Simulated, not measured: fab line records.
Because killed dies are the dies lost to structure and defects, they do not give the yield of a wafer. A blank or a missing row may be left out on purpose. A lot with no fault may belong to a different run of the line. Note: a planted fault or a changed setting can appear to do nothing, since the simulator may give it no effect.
Struck lot and sound lot, side by side || flow rit cmos || 14 steps out of a route of 202
Sound: wafers L141.1, L141.2, L141.6. The struck wafers were L145.1, L145.2, L145.4. The cause is given at the end.
For every step that has rows: the tool of each side, followed by ch and its chambers, followed by its first start. Under that, the readings that differ: sound wafers || struck wafers || difference of the means || sigmas: that difference in standard deviations of wafers without a fault.
alike: same words and numbers on both sides, and readings whose means sit less than 2 such deviations apart. not compared: any withheld reading, any reading some wafer has no value for, any bound like >300 that may hide the same value, and any number with overlapping values for which the record gives no deviation.
A row with sigmas, a row that says differs or no value, or rows on one side alone: a step with any of these is where the two part. Non-overlapping numbers with no deviation appear without sigmas and do not part them. Lack of a reading on every wafer of one side parts them only where that side has two or more wafers.

first, 3 steps without rows for these wafers: RIT_GATE_CLEAN_02 (cleans in dHF, time 30 s); RIT_GATE_CLEAN_03 (cleans in SC2, time 600 s); RIT_GATE_CLEAN_04 (cleans in dHF, time 60 s).
RIT_FOX2_THK_MEAS_91:
  sound on film metro-03, day 3 07:34; struck on film metro-04, day 4 02:21
  alike: FIELD_OXIDE_LEFT_2_THK
then, 2 steps without rows for these wafers: RIT_GATE_OXIDATION_05 (target thk 3 nm, ox time 270 s); RIT_GATE_ANNEAL_06 (time 600 s).
RIT_GATE_THK_MEAS_07:
  sound on film metro-01, day 3 10:44; struck on film metro-01, day 4 03:54
  alike: GATE_OXIDE_THK
then, 1 step without rows for these wafers: RIT_GATE_CVD_08 (deposits poly-Si from SiH4, target thk 250 nm, time 2220 s).
RIT_GATE_THK_MEAS_09:
  sound on film metro-03, day 3 16:00; struck on film metro-01, day 4 05:52
  alike: GATE_POLY_THK
then, 3 steps without rows for these wafers: RIT_GATE_HMDS_10 (prime time 60 s); RIT_GATE_COAT_11 (resist thk 850 nm); RIT_GATE_SOFTBAKE_12 (time 60 s).
RIT_GATE_EXPOSE_13: exposes mask M6, target cd 150 nm.
  struck on iline stepper-02, day 4 06:22; sound on iline stepper-01 ch 0, day 3 16:38
  no value came back on the struck wafers for exposure dose mJ cm2, focus offset nm (nm), na; on the sound wafers exposure dose mJ cm2 reads 379.8 379.2 379.2
  alike: mask
following that, these wafers have no rows for 1 step: RIT_GATE_PEB_14.

== WHERE THEY PART ==
Only at RIT_GATE_EXPOSE_13, as far as this record shows.

WHY: what had been put in by the simulator
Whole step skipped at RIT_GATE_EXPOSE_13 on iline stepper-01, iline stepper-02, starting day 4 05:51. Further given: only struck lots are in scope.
